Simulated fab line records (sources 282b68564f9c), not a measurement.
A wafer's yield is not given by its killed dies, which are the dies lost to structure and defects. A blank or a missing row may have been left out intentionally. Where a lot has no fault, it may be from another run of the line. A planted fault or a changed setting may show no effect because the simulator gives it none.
Which tool is to blame? ; flow rit_cmos ; 39 wafers from 13 lots sampled at 6 of the route's 202 steps

== WHAT EACH GAUGE READ, for each wafer ==
RIT_PRETRO_OVL_MEAS_06.
lot;measured;on;PRETRO_OVL (nm)
L706;day 2 08:11;overlay-02;-1.3 -1.5 -2.3
L707;day 2 14:31;overlay-01;-1.1 -2.2 -0.7
L708;day 2 18:40;overlay-01;1.6 1.7 -0.2
L709;day 2 22:28;overlay-02;1.1 2.6 2.7
L712;day 3 15:53;overlay-01;1.2 1.9 -0.5
L713;day 3 19:04;overlay-02;0.3 -0.4 -1.2
L714;day 4 02:56;overlay-02;-0.5 -0.5 0.0
L715;day 4 05:59;overlay-02;1.8 0.7 1.3
L716;day 4 10:12;overlay-02;1.7 1.9 1.5
L718;day 4 23:41;overlay-01;-0.4 -2.2 -1.8
L720;day 5 07:03;overlay-02;0.9 1.0 -0.1
L721;day 5 12:49;overlay-02;- - -
L729;day 7 01:22;overlay-01;1.7 0.8 0.6

RIT_PRETRO_TW_MEAS_10.
lot;measured;on;PRETRO_TW
L706;day 2 08:47;film_metro-02;473 475 473
L707;day 2 15:08;film_metro-02;473 475 475
L708;day 2 19:17;film_metro-04;479 475 477
L709;day 2 23:05;film_metro-02;472 475 476
L712;day 3 16:31;film_metro-04;470 473 472
L713;day 3 19:40;film_metro-04;474 469 474
L714;day 4 03:33;film_metro-03;464 466 468
L715;day 4 06:36;film_metro-04;473 475 474
L716;day 4 10:49;film_metro-02;471 472 473
L718;day 5 00:19;film_metro-04;476 475 472
L720;day 5 07:41;film_metro-02;474 473 474
L721;day 5 13:25;film_metro-03;30 29 30
L729;day 7 01:59;film_metro-03;468 469 470

RIT_M1_OVL_MEAS_10.
lot;measured;on;M1_OVL (nm)
L706;day 3 07:01;overlay-01;3.0 0.3 -1.1
L707;day 3 13:39;overlay-02;-0.8 -0.8 0.8
L708;day 3 18:28;overlay-01;-0.6 -0.1 0.4
L709;day 4 01:41;overlay-02;2.9 0.8 2.1
L712;day 4 16:00;overlay-01;1.9 3.1 2.4
L713;day 4 22:44;overlay-01;-0.3 -0.3 1.0
L714;day 5 03:43;overlay-02;-0.1 -0.3 2.4
L715;day 5 06:11;overlay-02;0.0 0.2 0.4
L716;day 5 11:01;overlay-01;-0.8 0.6 0.2
L718;day 6 02:48;overlay-01;-1.6 3.1 1.0
L720;day 6 08:02;overlay-02;-0.1 2.0 1.4
L721;day 6 11:39;overlay-01;-0.1 1.2 1.3
L729;day 8 01:20;overlay-01;0.2 2.1 1.5

RIT_M1_BOW_MEAS_16.
lot;measured;on;M1_BOW (um)
L706;day 3 09:26;film_metro-04;15 10 15
L707;day 3 16:07;film_metro-01;31 20 21
L708;day 3 21:56;film_metro-01;19 20 4
L709;day 4 04:23;film_metro-04;20 28 18
L712;day 4 22:16;film_metro-03;15 20 23
L713;day 5 02:23;film_metro-03;14 20 14
L714;day 5 06:08;film_metro-01;20 31 10
L715;day 5 08:52;film_metro-01;-4 25 14
L716;day 5 14:22;film_metro-04;2 20 18
L718;day 6 05:13;film_metro-04;17 10 16
L720;day 6 10:30;film_metro-04;20 10 13
L721;day 6 14:50;film_metro-01;20 21 14
L729;day 8 05:11;film_metro-01;4 16 28

== WHICH TOOL RAN EACH LOT (tool, then ch and the chambers of the sampled wafers, then the start) ==
lot;RIT_PRETRO_EXPOSE_03;RIT_M1_SPUTTER_00
L706;iline_stepper-01 ch 0, day 2 07:35;pvd_sputter-04, day 3 05:25
L707;iline_stepper-01 ch 0, day 2 13:58;pvd_sputter-03, day 3 12:03
L708;iline_stepper-02 ch 0, day 2 18:14;pvd_sputter-04, day 3 16:51
L709;iline_stepper-01 ch 0, day 2 22:04;pvd_sputter-03, day 4 00:13
L712;iline_stepper-02 ch 0, day 3 15:28;pvd_sputter-04, day 4 14:29
L713;iline_stepper-01 ch 0, day 3 18:32;pvd_sputter-03, day 4 20:59
L714;iline_stepper-02 ch 0, day 4 02:31;pvd_sputter-01, day 5 02:07
L715;iline_stepper-01 ch 0, day 4 05:34;pvd_sputter-03, day 5 04:35
L716;iline_stepper-02 ch 0, day 4 09:46;pvd_sputter-04, day 5 09:23
L718;iline_stepper-01 ch 0, day 4 23:16;pvd_sputter-01, day 6 01:06
L720;iline_stepper-02 ch 0, day 5 06:40;pvd_sputter-04, day 6 06:32
L721;iline_stepper-01 ch 0, day 5 12:23;pvd_sputter-03, day 6 10:11
L729;iline_stepper-01 ch 0, day 7 00:56;pvd_sputter-01, day 7 23:44
- RIT_PRETRO_EXPOSE_03: exposes mask M5, target cd 43700 nm.
- RIT_M1_SPUTTER_00: material Al, target thk 400 nm, time 475.9 s.

== WHAT THE TOOLS THEMSELVES READ (means of the sampled wafers that have a number; where no wafer has one, the mark that the record gives instead) ==
RIT_PRETRO_EXPOSE_03.
lot;tool;exposure_dose_mJ_cm2
L706;iline_stepper-01;250.13
L707;iline_stepper-01;249.97
L708;iline_stepper-02;249.84
L709;iline_stepper-01;249.84
L712;iline_stepper-02;249.95
L713;iline_stepper-01;249.59
L714;iline_stepper-02;249.87
L715;iline_stepper-01;250.19
L716;iline_stepper-02;250.43
L718;iline_stepper-01;250.34
L720;iline_stepper-02;250.05
L721;iline_stepper-01;250.30
L729;iline_stepper-01;249.86

RIT_M1_SPUTTER_00.
lot;tool;throttle_valve_pct (%)
L706;pvd_sputter-04;30.8
L707;pvd_sputter-03;29.2
L708;pvd_sputter-04;30.9
L709;pvd_sputter-03;29.0
L712;pvd_sputter-04;30.2
L713;pvd_sputter-03;29.2
L714;pvd_sputter-01;30.3
L715;pvd_sputter-03;29.2
L716;pvd_sputter-04;30.5
L718;pvd_sputter-01;30.1
L720;pvd_sputter-04;30.4
L721;pvd_sputter-03;29.0
L729;pvd_sputter-01;30.3

== THE ANSWER, worked out from the rows above alone ==
Rule: the lots themselves supply what counts as usual. The widest of any qualifying gaps counts: lots, ordered by their means at a reading, are off when they make up no more than a third of the lots, leave a main group of 4 or more, and stand apart from it by 3 or more times the standard deviation of that group's means. Not used: any main group whose means are identical at the precision the tables above print for the reading. Also off: a lot with no number at a reading for which 4 or more lots have one. Any other lot the step has rows for is counted as sound. The gauges are gone through in route order, then the tools' own readings, and for those a lot's mean is taken as printed above. At the first step where some lot is off, the reading lying furthest off is the one used; lots without a number count as furthest.
Off: at RIT_PRETRO_OVL_MEAS_06 (PRETRO_OVL), L721. Without a number there: L721. Mean 0.3 nm and standard deviation 1.2 in the main group.
If a tool, at a process step before that reading, ran all the lots that are off and no sound lot after the first of them, it fits. Not tried: the gauges at RIT_PRETRO_OVL_MEAS_06; whatever is off there is also off at RIT_PRETRO_TW_MEAS_10, on other tools, and gauge error can't account for it. Of those tried, none fits.

== WHAT THE SIMULATOR HAD PUT IN ==
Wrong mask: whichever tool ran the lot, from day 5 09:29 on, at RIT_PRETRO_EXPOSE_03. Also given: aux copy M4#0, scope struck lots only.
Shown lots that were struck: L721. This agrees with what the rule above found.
